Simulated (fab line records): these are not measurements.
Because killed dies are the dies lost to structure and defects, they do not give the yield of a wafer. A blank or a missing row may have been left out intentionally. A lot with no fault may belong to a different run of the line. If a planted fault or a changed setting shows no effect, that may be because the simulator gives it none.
Split-lot experiment -- flow berkeley-cmos170 -- on a route of 331 steps: 5 lots, 23 wafers read

## THE SPLIT ITSELF
At UCB170_NWELL_COAT_07 (resist thk 900 nm), the setting resist-thk-nm was moved away from the recipe's 900 nm on 11 of the 23 wafers read, by -3.5% to +5.6%. All remaining wafers had this setting at the recipe value.

## FROM THE SPLIT TO THE READING: what the file shows between them, 3 steps
- UCB170_NWELL_SOFTBAKE_08: time 60 s
- UCB170_NWELL_EXPOSE_09: exposes mask NWELL, target cd 3000 nm
- UCB170_NWELL_DEVELOP_11: develop time 45 s

## THE READING
KrF_of_NWELL_COAT_07.thk-nm (the simulator's own value, which no gauge read), in nm, at UCB170_NWELL_ETCH_13 (etches Si3N4 in CH3F/Ar/O2, stops on SiO2, target depth 246.4 nm, time 154 s). There is no usual value for it anywhere in the file. Across the 12 wafers here that went through the recipe, the average is 721.9 nm and the standard deviation 2.4 nm.

wafer,"tool, chamber at the split","resist-thk-nm as run, nm",against the recipe,"KrF_of_NWELL_COAT_07.thk-nm, nm",against lot-mates on the recipe
L075.1,"litho-track-04, 0",900,recipe,721.5,-
L075.3,"litho-track-04, 0",900,recipe,718.8,-
L075.4,"litho-track-04, 0",900,recipe,722.6,-
L077.1,"litho-track-03, 0",900,recipe,723,-
L077.2,"litho-track-03, 0",950.6,+5.6%,772.3,+49.3
L077.4,"litho-track-03, 0",900,recipe,722.9,-
L077.5,"litho-track-03, 0",950.6,+5.6%,773.9,+50.9
L077.6,"litho-track-03, 0",950.6,+5.6%,775.1,+52.1
L078.1,"litho-track-02, 0",879.1,-2.3%,699.9,-19.2
L078.2,"litho-track-02, 0",900,recipe,721.8,-
L078.4,"litho-track-02, 0",879.1,-2.3%,699,-20.1
L078.5,"litho-track-02, 0",879.1,-2.3%,700.9,-18.2
L078.6,"litho-track-02, 0",900,recipe,716.5,-
L082.1,"litho-track-02, 0",868.5,-3.5%,695.2,-28.5
L082.2,"litho-track-02, 0",868.5,-3.5%,691.5,-32.2
L082.4,"litho-track-02, 0",900,recipe,726.3,-
L082.5,"litho-track-02, 0",900,recipe,723.9,-
L082.6,"litho-track-02, 0",900,recipe,721,-
L083.2,"litho-track-02, 0",938.4,+4.3%,767.5,+45.0
L083.3,"litho-track-02, 0",900,recipe,722.1,-
L083.4,"litho-track-02, 0",938.4,+4.3%,763.5,+41.0
L083.5,"litho-track-02, 0",938.4,+4.3%,762.6,+40.1
L083.6,"litho-track-02, 0",900,recipe,723,-

THE FIT
A straight line over all 23 wafers: KrF_of_NWELL_COAT_07.thk-nm changes by +9.27 nm for each +1% of resist-thk-nm; r = +1.00; the points scatter about the line by 2.6 nm.
The same after taking each lot's own level away (the mean of its wafers on the recipe; 23 wafers): +9.1 nm for each +1%; r = +1.00; scatter 2.1 nm.
That fit puts the effect of the largest move of resist-thk-nm on the reading at 51 nm.
From 719.15 to 723.73 nm: that is the span of the lots' own levels, equal to 1.9 times the standard deviation above.
Hence the lot-to-lot level has little effect on the slope; both slopes agree.
Check: +52.4 nm against its lot-mates is what the line predicts for one of the wafers moved furthest among these (+5.6%) when that wafer is left out of the fit. Against them it came out at +49.3 nm.

## FURTHER SPLITS ON THESE WAFERS
Before the reading, these wafers also passed through other splits. Each is held against what the fit with the lots' levels taken away leaves over:
other split on the same wafers,wafers away from the commonest value,r with KrF_of_NWELL_COAT_07.thk-nm (lot level and that fit taken away)
UCB170_START_OXIDATION_02 temp-c,15,-0.22

## THE WHOLE CHAIN: every reading that the file lists as answering this split, in the file's order
step,what it does,reading,change (the file's fit),r (the file's)
UCB170_NWELL_COAT_07,resist thk 900 nm,"KrF_of_NWELL_COAT_07.thk-nm (the simulator's own value, which no gauge read)",+9.49 nm for each +1% of the setting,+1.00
UCB170_NWELL_ETCH_13,"etches Si3N4 in CH3F/Ar/O2, stops on SiO2, target depth 246.4 nm, time 154 s","KrF_of_NWELL_COAT_07.thk-nm (the simulator's own value, which no gauge read)",+9.13 nm for each +1% of the setting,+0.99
UCB170_NWELL_STRIP_15,strips in O2,strip-time-to-endpoint-s,withheld for each +1% of the setting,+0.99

## THE FILE'S OWN FIT
KrF_of_NWELL_COAT_07.thk-nm changes by +9.13 nm for each +1% of resist-thk-nm, r = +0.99.
